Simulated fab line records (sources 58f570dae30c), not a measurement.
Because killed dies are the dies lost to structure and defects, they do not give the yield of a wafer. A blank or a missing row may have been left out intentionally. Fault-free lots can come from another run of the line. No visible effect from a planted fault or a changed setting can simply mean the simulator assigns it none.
Split-lot experiment + flow berkeley_cmos170 + 27 wafers read across 5 lots, on a route 331 steps long

ABOUT THE SPLIT
At UCB170_WELLDRIVE_OXIDATION_01 (target thk 199 nm, ox time 9000 s), the setting ox_time_s was moved away from the recipe's 9000 s on 18 of the 27 wafers read, by -37.9% to +56.0%. All remaining wafers had this setting at the recipe value.

There is no step in the file separating the split from the reading.

THE READING
WELLDRIVE_OXIDE_THK in nanometres, read at UCB170_WELLDRIVE_THK_MEAS_02. On this fab line, fault-free wafers typically give 197 nm with a standard deviation of 3.4 nm.

| wafer  | tool, chamber at the split | ox_time_s as run, s | against the recipe | WELLDRIVE_OXIDE_THK, nm | against lot-mates on the recipe |
|--------|----------------------------|---------------------|--------------------|-------------------------|---------------------------------|
| L074.1 | -, -                       | 5585                | -37.9%             | 144                     | no lot-mate on the recipe       |
| L074.2 | -, -                       | 5585                | -37.9%             | 149                     | no lot-mate on the recipe       |
| L074.3 | -, -                       | 5585                | -37.9%             | 146                     | no lot-mate on the recipe       |
| L074.4 | -, -                       | 5585                | -37.9%             | 147                     | no lot-mate on the recipe       |
| L074.5 | -, -                       | 5585                | -37.9%             | 145                     | no lot-mate on the recipe       |
| L074.6 | -, -                       | 5585                | -37.9%             | 146                     | no lot-mate on the recipe       |
| L080.1 | -, -                       | 13990               | +55.4%             | 262                     | no lot-mate on the recipe       |
| L080.2 | -, -                       | 13990               | +55.4%             | 264                     | no lot-mate on the recipe       |
| L080.3 | -, -                       | 13990               | +55.4%             | 261                     | no lot-mate on the recipe       |
| L080.4 | -, -                       | 13990               | +55.4%             | 261                     | no lot-mate on the recipe       |
| L080.5 | -, -                       | 13990               | +55.4%             | 262                     | no lot-mate on the recipe       |
| L080.6 | -, -                       | 13990               | +55.4%             | 261                     | no lot-mate on the recipe       |
| L081.1 | -, -                       | 9000                | recipe             | 193                     | -                               |
| L081.2 | -, -                       | 9000                | recipe             | 196                     | -                               |
| L081.3 | -, -                       | 9000                | recipe             | 192                     | -                               |
| L081.4 | -, -                       | 9000                | recipe             | 196                     | -                               |
| L081.5 | -, -                       | 9000                | recipe             | 197                     | -                               |
| L081.6 | -, -                       | 9000                | recipe             | 193                     | -                               |
| L084.1 | -, -                       | 14040               | +56.0%             | 266                     | no lot-mate on the recipe       |
| L084.2 | -, -                       | 14040               | +56.0%             | 264                     | no lot-mate on the recipe       |
| L084.3 | -, -                       | 14040               | +56.0%             | 262                     | no lot-mate on the recipe       |
| L084.4 | -, -                       | 14040               | +56.0%             | 265                     | no lot-mate on the recipe       |
| L084.5 | -, -                       | 14040               | +56.0%             | 265                     | no lot-mate on the recipe       |
| L084.6 | -, -                       | 14040               | +56.0%             | 261                     | no lot-mate on the recipe       |
| L085.2 | furnace-01, 0              | 9000                | recipe             | 197                     | -                               |
| L085.3 | furnace-01, 0              | 9000                | recipe             | 197                     | -                               |
| L085.4 | furnace-01, 0              | 9000                | recipe             | 199                     | -                               |

THE FIT
A straight line over all 27 wafers: WELLDRIVE_OXIDE_THK changes by +1.24 nm for each +1% of ox_time_s; r = +1.00; the points scatter about the line by 2.1 nm.
Too few moved wafers with a lot-mate on the recipe to fit a line net of each lot's own level.

THE WHOLE CHAIN: every reading that the file lists as answering this split, in the file's order
| step                          | what it does                      | reading                                                                                | change (the file's fit)              | r (the file's) |
|-------------------------------|-----------------------------------|----------------------------------------------------------------------------------------|--------------------------------------|----------------|
| UCB170_WELLDRIVE_OXIDATION_01 | target thk 199 nm, ox time 9000 s | SiO2_of_WELLDRIVE_OXIDATION_01.thk_nm (the simulator's own value, which no gauge read) | +1.24 nm for each +1% of the setting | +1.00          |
| UCB170_WELLDRIVE_THK_MEAS_02  |                                   | WELLDRIVE_OXIDE_THK                                                                    | +1.24 for each +1% of the setting    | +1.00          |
| UCB170_M3_PROBE_99            |                                   | etest.nwell.width_nm (the simulator's own value, which no gauge read)                  | -2.07 nm for each +1% of the setting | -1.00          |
| UCB170_M3_PROBE_99            |                                   | etest.nwell_pinched.rs_ohm_sq (the simulator's own value, which no gauge read)         | -2.77 for each +1% of the setting    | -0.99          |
| UCB170_M3_PROBE_99            |                                   | etest.nwell.rs_ohm_sq (the simulator's own value, which no gauge read)                 | -0.699 for each +1% of the setting   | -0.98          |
| UCB170_M3_PROBE_99            |                                   | etest.iso_pplus_pwell.bv_v (the simulator's own value, which no gauge read)            | -0.126 V for each +1% of the setting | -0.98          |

FILE'S OWN FIT
WELLDRIVE_OXIDE_THK changes by +1.24 nm for each +1% of ox_time_s, r = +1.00.
